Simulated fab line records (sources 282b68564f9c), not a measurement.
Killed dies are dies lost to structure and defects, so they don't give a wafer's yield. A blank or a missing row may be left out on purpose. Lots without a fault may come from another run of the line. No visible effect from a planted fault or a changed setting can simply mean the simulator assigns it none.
Problem report in the 8D (eight disciplines) form, filled by code | flow rit_cmos | the parts of the form that need people (team, actions taken, sign-off) are left out

== 1. THE PROBLEM ==
NRETRO_TW at RIT_NRETRO_TW_MEAS_10 reads a mean of 1197 on 6 wafers of 2 lots; wafers without a fault read 1061 with a standard deviation of 16. That is +8.5 standard deviations from the usual mean.
Earliest sighting: wafer L135.2 on film_metro-04 at day 5 05:26. The record has a number at this step for 42 wafers belonging to 14 lots. Rule for "out" (also "out of limits"): further than 4 standard deviations from the usual mean. Any other wafer with a number is counted as sound.

== 2. WHAT IT IS, AND WHAT IT ISN'T ==
question                    | is                           | is not
which readings at this step | NRETRO_TW                    | -
which lots                  | L135, L137                   | L121, L122, L124, L125, L126, L127, L131, L132, L139, L141, L143, L144
which wafers of those lots  | all that have a number       | -
read on which gauges        | film_metro-01, film_metro-04 | film_metro-02
when                        | from day 5 05:26             | up to then (24 sound wafers); but 12 sound wafers of L139, L141, L143, L144 came after

== 3. SUSPECTS, AND WHAT RULES EACH OUT ==
Counting: any tool at a process step up to the reading is kept as a suspect provided that every lot that is out went through it and no sound lot did after the first of them.
- the gauge at RIT_NRETRO_TW_MEAS_10 has been ruled out. Those wafers that are out were read across 2 gauges (film_metro-01, film_metro-04).
- implanter-01 at RIT_NRETRO_IMPLANT_08: kept. Every lot that is out went through it, starting with L135 (day 5 05:08), and after that it ran no sound lot; the last sound lot it ran before then is L131 (day 4 08:04). Out on those wafers are its own readings of beam_on_s, faraday_current_uA.
The count leaves implanter-01 at RIT_NRETRO_IMPLANT_08.

== 4. THE CAUSE (what the simulator had put in) ==
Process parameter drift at RIT_NRETRO_IMPLANT_08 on implanter-01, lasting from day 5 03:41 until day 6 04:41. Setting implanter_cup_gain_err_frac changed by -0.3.
The count eliminated every tool but this one.

== 5. THE CHAIN OF EFFECTS, in route order ==
One row per reading whose mean, taken over the struck wafers that have a number, lies over 3 standard deviations from the usual. Scope: only readings with a usual standard deviation given in the record; hours: median across lots of the time from each lot's start at the first step in this table that gives one to its start at this step; sigmas: change in usual standard deviations.
hours | step                  | reading            | usual   | on struck wafers | change | sigmas
0     | RIT_NRETRO_IMPLANT_08 | beam_on_s          | 10.01 s | 14.23            | +4.22  | +23
0     | RIT_NRETRO_IMPLANT_08 | faraday_current_uA | 31.7    | 22.3             | -9.4   | -16
0     | RIT_NRETRO_TW_MEAS_10 | NRETRO_TW          | 1061    | 1197             | +136   | +8.5
Here are the process steps it includes:
- RIT_NRETRO_IMPLANT_08
At these later measuring or inspecting steps, every struck wafer for which the step has a row has a number for every such reading, and none has moved that far: RIT_SDANNEAL_RS_MEAS_04.

== 6. HOW IT WOULD HAVE BEEN CAUGHT EARLIER ==
Counted from the fault's start at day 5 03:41, it took 2 hours until the first out-of-limits reading at a measuring or inspecting step in this record, taken at day 5 05:26.
Tool's own readings at RIT_NRETRO_IMPLANT_08, beam_on_s, faraday_current_uA: out on all struck wafers the step has rows for; an alarm limit on them would have tripped on the first.
L137, from the lots that are out (2), started RIT_NRETRO_IMPLANT_08 on implanter-01 later than day 5 05:26. It would have been spared by a hold on the tool at that moment.
